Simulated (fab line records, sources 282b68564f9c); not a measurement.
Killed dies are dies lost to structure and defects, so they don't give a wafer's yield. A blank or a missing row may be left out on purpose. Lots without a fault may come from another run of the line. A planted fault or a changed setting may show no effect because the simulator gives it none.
A struck lot beside a sound one | flow rit_cmos | 44 steps out of a route of 202
Sound: wafers L107.1, L107.3, L107.6. Struck: wafers L121.1, L121.2, L121.6. The cause comes at the end.
At each step with rows: each side's tool, then ch and its chambers, then its first start. Under that, the readings that differ: sound wafers | struck wafers | difference of the means | sigmas: that difference in standard deviations of wafers without a fault.
alike: readings whose means differ by less than 2 such deviations, and words and numbers that are the same on both sides. not compared: withheld readings, readings that some wafer has no value for, bounds like >300 that may hide the same value, and numbers for which the record gives no deviation and whose values overlap.
The two part at a step that has a row with sigmas, a row that says differs or no value, or rows on one side only. Numbers that don't overlap but have no deviation are shown without sigmas and don't part them. A reading that every wafer of one side lacks parts them only if that side has two wafers or more.

first, 3 steps without rows for these wafers: RIT_REOX_CLEAN_01 (cleans in dHF, time 30 s); RIT_REOX_CLEAN_02 (cleans in SC2, time 600 s); RIT_REOX_OXIDATION_03 (target thk 25.2 nm, ox time 5580 s).
RIT_REOX_THK_MEAS_04:
  sound on film_metro-04, day 2 17:16; struck on film_metro-02, day 5 20:12
  alike: REOX_OXIDE_THK
then, 6 steps without rows for these wafers: RIT_NLDD_HMDS_00 (prime time 60 s); RIT_NLDD_COAT_01 (resist thk 1013 nm); RIT_NLDD_SOFTBAKE_02 (time 60 s); RIT_NLDD_EXPOSE_03 (exposes mask M7, target cd 40700 nm); RIT_NLDD_PEB_04; RIT_NLDD_DEVELOP_05 (develop time 50 s).
RIT_NLDD_OVL_MEAS_06:
  sound on overlay-01, day 2 18:10; struck on overlay-02, day 5 21:14
  alike: NLDD_OVL
then, 1 step without rows for these wafers: RIT_NLDD_HARDBAKE_07 (time 60 s).
RIT_NLDD_IMPLANT_08:
  sound on implanter-03 ch 0, day 2 18:25; struck on implanter-04 ch 0, day 5 21:25
  reading       | sound                         | struck                       | difference | sigmas
  dose_ions_cm2 | 5.006e+14 5.003e+14 5.002e+14 | 4.738e+14 4.74e+14 4.739e+14 | -2.647e+13 | -53
  alike: faraday_current_uA
RIT_NLDD_STRIP_09: strips in O2, time 180 s.
  sound on plasma_asher-01 ch 0,1, day 2 18:34; struck on plasma_asher-01 ch 0,1, day 5 21:34
  alike: drypump_motor_current_A
  not compared: rf_hours_counter_h
RIT_NLDD_TW_MEAS_10:
  sound on film_metro-01, day 2 18:44; struck on film_metro-01, day 5 21:44
  alike: NLDD_TW
then, 6 steps without rows for these wafers: RIT_PLDD_HMDS_00 (prime time 60 s); RIT_PLDD_COAT_01 (resist thk 1000 nm); RIT_PLDD_SOFTBAKE_02 (time 60 s); RIT_PLDD_EXPOSE_03 (exposes mask M8, target cd 40900 nm); RIT_PLDD_PEB_04; RIT_PLDD_DEVELOP_05 (develop time 50 s).
RIT_PLDD_OVL_MEAS_06:
  sound on overlay-02, day 2 19:39; struck on overlay-01, day 5 22:50
  alike: PLDD_OVL
then, 2 steps without rows for these wafers: RIT_PLDD_HARDBAKE_07 (time 60 s); RIT_PLDD_IMPLANT_08.
RIT_PLDD_STRIP_09: strips in O2, time 180 s.
  sound on plasma_asher-04 ch 0,1, day 2 19:59; struck on plasma_asher-04 ch 0,1, day 5 23:10
  alike: drypump_motor_current_A
  not compared: rf_hours_counter_h
RIT_PLDD_TW_MEAS_10:
  sound on film_metro-04, day 2 20:10; struck on film_metro-02, day 5 23:20
  alike: PLDD_TW
then, 4 steps without rows for these wafers: RIT_SPACER_CLEAN_00 (cleans in SC1, time 600 s); RIT_SPACER_CLEAN_01 (cleans in dHF, time 30 s); RIT_SPACER_CLEAN_02 (cleans in SC2, time 600 s); RIT_SPACER_CVD_03 (deposits Si3N4 from SiH2Cl2/NH3, target thk 250 nm, time 3300 s).
RIT_SPACER_THK_MEAS_04:
  sound on film_metro-02, day 2 22:32; struck on film_metro-02, day 6 01:41
  alike: SPACER_NITRIDE_THK
RIT_SPACER_ETCHBACK_05: etches Si3N4 in SF6/CHF3, stops on SiO2, target depth 250 nm, time 240 s.
  sound on rie_diel-04 ch 1,2,3, day 2 22:35; struck on rie_diel-01 ch 1,2,3, day 6 01:45
  alike: drypump_motor_current_A, oes_product_au, throttle_valve_pct
  not compared: rf_hours_counter_h
then, 6 steps without rows for these wafers: RIT_NSD_HMDS_00 (prime time 60 s); RIT_NSD_COAT_01 (resist thk 1000 nm); RIT_NSD_SOFTBAKE_02 (time 60 s); RIT_NSD_EXPOSE_03 (exposes mask M9, target cd 40700 nm); RIT_NSD_PEB_04; RIT_NSD_DEVELOP_05 (develop time 50 s).
RIT_NSD_OVL_MEAS_06:
  sound on overlay-01, day 2 23:35; struck on overlay-02, day 6 02:52
  alike: NSD_OVL
then, 2 steps without rows for these wafers: RIT_NSD_HARDBAKE_07 (time 60 s); RIT_NSD_IMPLANT_08.
RIT_NSD_STRIP_09: strips in O2, time 180 s.
  sound on plasma_asher-02 ch 0,1, day 2 23:55; struck on plasma_asher-02 ch 0,1, day 6 03:13
  alike: drypump_motor_current_A
  not compared: rf_hours_counter_h
RIT_SDANNEAL_RS_MEAS_07: measures by four-point-probe.
  sound on film_metro-04, day 3 02:29; struck on film_metro-04, day 6 06:02
  reading          | sound             | struck            | difference | sigmas
  NLDD_RS (ohm/sq) | 152.8 152.0 152.0 | 158.9 158.6 159.3 | +6.7       | +14
RIT_M1_PROBE_99:
  sound on prober-02, day 3 09:40; struck on prober-02, day 6 12:55
  alike: killed_at_contacts, killed_at_front_end, killed_dies, killed_open, killed_short

WHERE THEY PART
First at RIT_NLDD_IMPLANT_08; last, within this record, at RIT_SDANNEAL_RS_MEAS_07. Later steps at which nothing parts them and some readings are alike: RIT_M1_PROBE_99.

WHY: what the simulator had put in
Process parameter drift: implanter-04, from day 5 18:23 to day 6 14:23, at RIT_NLDD_IMPLANT_08. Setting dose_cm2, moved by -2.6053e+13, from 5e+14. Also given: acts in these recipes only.
